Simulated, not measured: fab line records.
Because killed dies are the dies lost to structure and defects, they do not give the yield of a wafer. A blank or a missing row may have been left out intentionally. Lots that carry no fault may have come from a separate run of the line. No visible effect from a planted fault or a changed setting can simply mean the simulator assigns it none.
Which tool did it? ; flow berkeleyCmos170 ; 14 lots, 42 wafers sampled, at 4 steps of a route of 331

## WHAT THE GAUGES READ, wafer by wafer
UCB170_ACTIVE_CD_MEAS_90: target cd 1200 nm. Usual: cdNm at 1200.2 nm, with a standard deviation of 1.2.
lot;measured;on;cdNm (nm);flag
L945;day 4 11:05;cdSem-02;1199.6 1201.0 1200.3;
L947;day 4 11:20;cdSem-02;1200.2 1200.5 1198.8;
L949;day 5 03:08;cdSem-01;1200.9 1201.0 1200.4;
L950;day 5 05:59;cdSem-02;1200.4 1200.3 1200.4;
L952;day 5 20:37;cdSem-02;1199.4 1199.3 1200.8;
L955;day 6 16:05;cdSem-02;1200.4 1199.6 1200.5;
L954;day 6 16:19;cdSem-02;1198.3 1198.6 1198.1;
L956;day 6 16:23;cdSem-01;1200.3 1201.4 1200.1;
L957;day 6 16:40;cdSem-02;1199.8 1200.9 1199.9;
L960;day 7 16:19;cdSem-02;1201.9 1202.4 1202.3;
L965;day 8 17:42;cdSem-01;1203.6 1201.4 1202.0;
L967;day 8 17:55;cdSem-01;1201.7 1199.8 1200.5;
L968;day 8 18:26;cdSem-01;1200.4 1199.6 1199.1;
L966;day 8 18:40;cdSem-01;1200.5 1200.3 1202.4;

UCB170_PVT_OVL_MEAS_06. Usual: PVT_OVL 0 nm, standard deviation 5.4.
lot;measured;on;PVT_OVL (nm);flag
L945;day 5 16:25;overlay-02;7 4 -3;
L947;day 5 15:36;overlay-01;-1 7 5;
L949;day 6 13:58;overlay-02;6 7 3;
L950;day 6 17:36;overlay-01;5 2 7;
L952;day 7 15:32;overlay-01;-3 1 2;
L955;day 8 08:38;overlay-01;-10 -6 -7;
L954;day 8 08:05;overlay-02;1 -3 -5;
L956;day 8 09:12;overlay-01;1 1 0;
L957;day 8 08:53;overlay-02;4 0 4;
L960;day 9 03:34;overlay-02;8 0 -2;
L965;day 9 20:31;overlay-02;7 9 5;
L967;day 9 20:22;overlay-02;2 1 -2;
L968;day 9 20:47;overlay-01;-2 -5 -4;
L966;day 10 00:05;overlay-02;5 3 3;

UCB170_GATE_THK_MEAS_02. Usual: GATE_OXIDE_THK 6.62 nm, standard deviation 0.16.
lot;measured;on;GATE_OXIDE_THK (nm);flag
L945;day 5 20:02;filmMetro-02;6.89 6.84 6.88;
L947;day 5 20:03;filmMetro-01;6.64 6.71 6.66;
L949;day 6 19:10;filmMetro-02;6.81 6.77 6.88;
L950;day 7 00:49;filmMetro-02;6.74 6.70 6.66;
L952;day 7 19:47;filmMetro-02;6.72 6.77 6.93;
L955;day 8 12:11;filmMetro-01;6.47 6.52 6.59;
L954;day 8 12:08;filmMetro-02;6.66 6.66 6.67;
L956;day 8 12:12;filmMetro-02;6.86 6.78 6.77;
L957;day 8 12:16;filmMetro-01;6.44 6.44 6.60;
L960;day 9 09:54;filmMetro-02;6.45 6.32 6.50;
L965;day 9 22:38;filmMetro-01;6.32 6.46 6.35;
L967;day 9 22:37;filmMetro-02;6.45 6.47 6.52;
L968;day 10 02:21;filmMetro-04;6.60 6.58 6.70;
L966;day 10 02:22;filmMetro-02;6.65 6.71 6.71;

## TOOL THAT RAN EACH LOT (tool first, then ch and the chambers of the sampled wafers, then the start)
lot;UCB170_PVT_IMPLANT_07
L945;implanter-02 ch 0, day 5 16:27
L947;implanter-03 ch 0, day 5 15:39
L949;implanter-04 ch 0, day 6 14:02
L950;implanter-02 ch 0, day 6 17:38
L952;implanter-04 ch 0, day 7 15:38
L955;implanter-03 ch 0, day 8 08:41
L954;implanter-02 ch 0, day 8 08:08
L956;implanter-04 ch 0, day 8 09:16
L957;implanter-02 ch 0, day 8 08:58
L960;implanter-02 ch 0, day 9 03:37
L965;implanter-02 ch 0, day 9 20:34
L967;implanter-04 ch 0, day 9 20:24
L968;implanter-03 ch 0, day 9 20:49
L966;implanter-04 ch 0, day 10 00:09
- UCB170_PVT_IMPLANT_07

## AS READ BY THE TOOLS THEMSELVES (means over the sampled wafers that have a number; for cases with no such wafer, the mark the record gives instead)
UCB170_PVT_IMPLANT_07. Usual: beamEnergyKeV 30.000, standard deviation 0.01; endStationPressureTorr 4.99e-06 Torr, standard deviation 2.4e-07; faradayCurrentUA 6.34, standard deviation 0.12.
lot;tool;beamEnergyKeV;endStationPressureTorr (Torr);faradayCurrentUA;flag
L945;implanter-02;29.999;4.91e-06;6.27;
L947;implanter-03;29.996;4.92e-06;6.33;
L949;implanter-04;30.017;5.03e-06;6.35;
L950;implanter-02;30.008;4.76e-06;6.27;
L952;implanter-04;30.000;5.29e-06;6.29;
L955;implanter-03;29.997;4.87e-06;6.53;
L954;implanter-02;29.990;5.35e-06;6.36;
L956;implanter-04;29.993;5.03e-06;6.36;
L957;implanter-02;29.998;4.93e-06;6.29;
L960;implanter-02;29.110;5.19e-06;6.36;OFF
L965;implanter-02;29.109;5.08e-06;6.25;OFF
L967;implanter-04;30.003;4.95e-06;6.30;
L968;implanter-03;29.999;5.11e-06;6.40;
L966;implanter-04;29.990;5.01e-06;6.30;

## THE ANSWER, worked out from the rows above alone
Rule: lot off if the mean of its wafers having a number is beyond 3 standard deviations from the usual mean. Also off: a lot with no number at a reading for which 4 or more lots have one. All remaining lots with rows at the step are treated as sound. After the gauges, taken in route order, come the tools' own readings; for these a lot's mean is taken, as printed above. At the first step where some lot is off, the reading lying furthest off is the one used; lots without a number count as furthest.
Off: L960, L965, at UCB170_PVT_IMPLANT_07 (beamEnergyKeV).
If a tool, at that step or one of the process steps before it, ran each lot that is off and ran no sound lot following the first of them, it fits. One candidate fits, namely implanter-02 at UCB170_PVT_IMPLANT_07. A fault onset in the window from L957 (day 8 08:58, its last sound lot) to L960 (day 9 03:37, its first lot off) fits.
The tool's own readings at UCB170_PVT_IMPLANT_07 bear it out: on the lots that are off they differ by more than 5 times the standard deviation of the sound lots' means. beamEnergyKeV reads 29.110 there against 29.999 on the sound lots.

## WHAT THE SIMULATOR PUT IN
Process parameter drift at UCB170_PVT_IMPLANT_07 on implanter-02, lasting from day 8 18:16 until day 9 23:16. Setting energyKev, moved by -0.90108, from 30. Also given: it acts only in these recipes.
Struck lots among those shown: L960, L965. Same finding as the rule above.
